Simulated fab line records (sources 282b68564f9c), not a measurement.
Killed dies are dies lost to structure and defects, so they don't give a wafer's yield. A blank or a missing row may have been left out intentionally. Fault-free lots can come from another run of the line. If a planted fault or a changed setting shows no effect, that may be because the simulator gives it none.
A struck lot beside a sound one :: flow ritCmos :: 19 steps out of a route of 202
Sound: these wafers, L150.3, L150.4, L150.6. Wafers struck: L163.1, L163.4, L163.6. The cause comes at the end.
Order at every step that has rows: each side's tool, ch and its chambers, its first start. Under that, the readings that differ: sound wafers :: struck wafers :: difference of the means :: sigmas: that difference in standard deviations of wafers without a fault.
alike: a reading whose means differ by less than 2 such deviations, as well as words and numbers matching on both sides. not compared: withheld readings; readings where some wafer has no value; bounds like >300 that might hide an equal value; numbers whose values overlap and for which the record gives no deviation.
The two part at a step that has a row with sigmas, a row that says differs or no value, or rows on one side only. Non-overlapping numbers with no deviation appear without sigmas and do not part them. A reading missing from all wafers of one side parts the sides only when that side holds two or more wafers.

RIT_ACTIVE_BOW_MEAS_00:
  sound: filmMetro-03 at day 1 10:02; struck: filmMetro-01 at day 4 03:00
  alike: INCOMING_BOW
then, 1 step without rows for these wafers: RIT_ACTIVE_OXIDATION_01 (target thk 46.8 nm, ox time 3360 s).
RIT_ACTIVE_THK_MEAS_02:
  sound: filmMetro-02 at day 1 12:11; struck: filmMetro-02 at day 4 05:03
  alike: ACTIVE_OXIDE_THK
RIT_ACTIVE_CVD_03: deposits Si3N4 from SiH2Cl2/NH3, target thk 150 nm, time 1500 s.
  sound on lpcvd-02 ch 0, day 1 12:14; struck on lpcvd-02 ch 1, day 4 06:42
  alike: spikeTcSourceC
RIT_ACTIVE_THK_MEAS_04:
  sound: filmMetro-01 at day 1 13:40; struck: filmMetro-02 at day 4 08:07
reading: ACTIVE_NITRIDE_THK (nm)
sound: 151.7 152.7 152.8
struck: 297.6 300.6 297.1
difference: +146.0
sigmas: +99 or more
then, 6 steps without rows for these wafers: RIT_ACTIVE_HMDS_05 (prime time 60 s); RIT_ACTIVE_COAT_06 (resist thk 1000 nm); RIT_ACTIVE_SOFTBAKE_07 (time 60 s); RIT_ACTIVE_EXPOSE_08 (exposes mask M1, target cd 1400 nm); RIT_ACTIVE_PEB_09; RIT_ACTIVE_DEVELOP_10 (develop time 50 s).
RIT_ACTIVE_CD_MEAS_11: target cd 1400 nm.
  sound: cdSem-01 at day 1 14:43; struck: cdSem-02 at day 4 09:26
  alike: cdNm
then, 1 step without rows for these wafers: RIT_ACTIVE_HARDBAKE_12 (time 60 s).
RIT_ACTIVE_ETCH_13: etches Si3N4 in SF6, stops on SiO2, time 210 s, target depth 210 nm.
  sound on rieDiel-03 ch 1,2,3, day 1 15:09; struck on rieDiel-02 ch 0,3, day 4 09:42
reading: oesProductAu (a.u.)
sound: 0.838 0.821 0.843
struck: 1.027 0.972 0.975
difference: +0.157
sigmas: +10

reading: model.etch.depthNm (nm)
sound: 151.8 152.7 152.7
struck: 210.9 209.5 213.5
difference: +58.9
sigmas: 

reading: model.ACTIVE.featureDepthNm (nm)
sound: 151.8 152.8 153.3
struck: 210.9 209.5 213.5
difference: +58.7
sigmas: 
  alike: drypumpMotorCurrentA, throttleValvePct
  not compared: rfHoursCounterH
RIT_ACTIVE_STRIP_14: strips in O2, time 180 s.
  sound on plasmaAsher-01 ch 0,1, day 1 15:20; struck on plasmaAsher-01 ch 0,1, day 4 09:50
  alike: drypumpMotorCurrentA
  not compared: rfHoursCounterH
RIT_ACTIVE_CD_MEAS_90: target cd 1400 nm.
  sound: cdSem-02 at day 1 15:29; struck: cdSem-01 at day 4 10:01
  alike: cdNm
RIT_ACTIVE_CLEAN_15: cleans in SC1, time 600 s.
  sound on wetBench-03 ch 3, day 1 15:34; struck on wetBench-03 ch 1, day 4 10:08
reading: model.Si3N4_of_ACTIVE_CVD_03.thkNm (nm)
sound: 151.4 152.3 152.3
struck: 297.4 300.3 296.6
difference: +146.1
sigmas: 
RIT_ACTIVE_CLEAN_16: cleans in dHF, time 30 s.
  sound on wetBench-01 ch 3, day 1 15:46; struck on wetBench-01 ch 0, day 4 10:18
reading: model.Si3N4_of_ACTIVE_CVD_03.thkNm (nm)
sound: 151 151.8 151.9
struck: 297 299.9 296.1
difference: +146
sigmas: 
then, 1 step without rows for these wafers: RIT_ACTIVE_CLEAN_17 (cleans in SC2, time 600 s).

== WHERE THEY PART ==
Earliest at RIT_ACTIVE_THK_MEAS_04; latest, in this record, at RIT_ACTIVE_ETCH_13. Later steps at which nothing parts them and some readings are alike: RIT_ACTIVE_STRIP_14, RIT_ACTIVE_CD_MEAS_90.

WHY: whatever the simulator had introduced
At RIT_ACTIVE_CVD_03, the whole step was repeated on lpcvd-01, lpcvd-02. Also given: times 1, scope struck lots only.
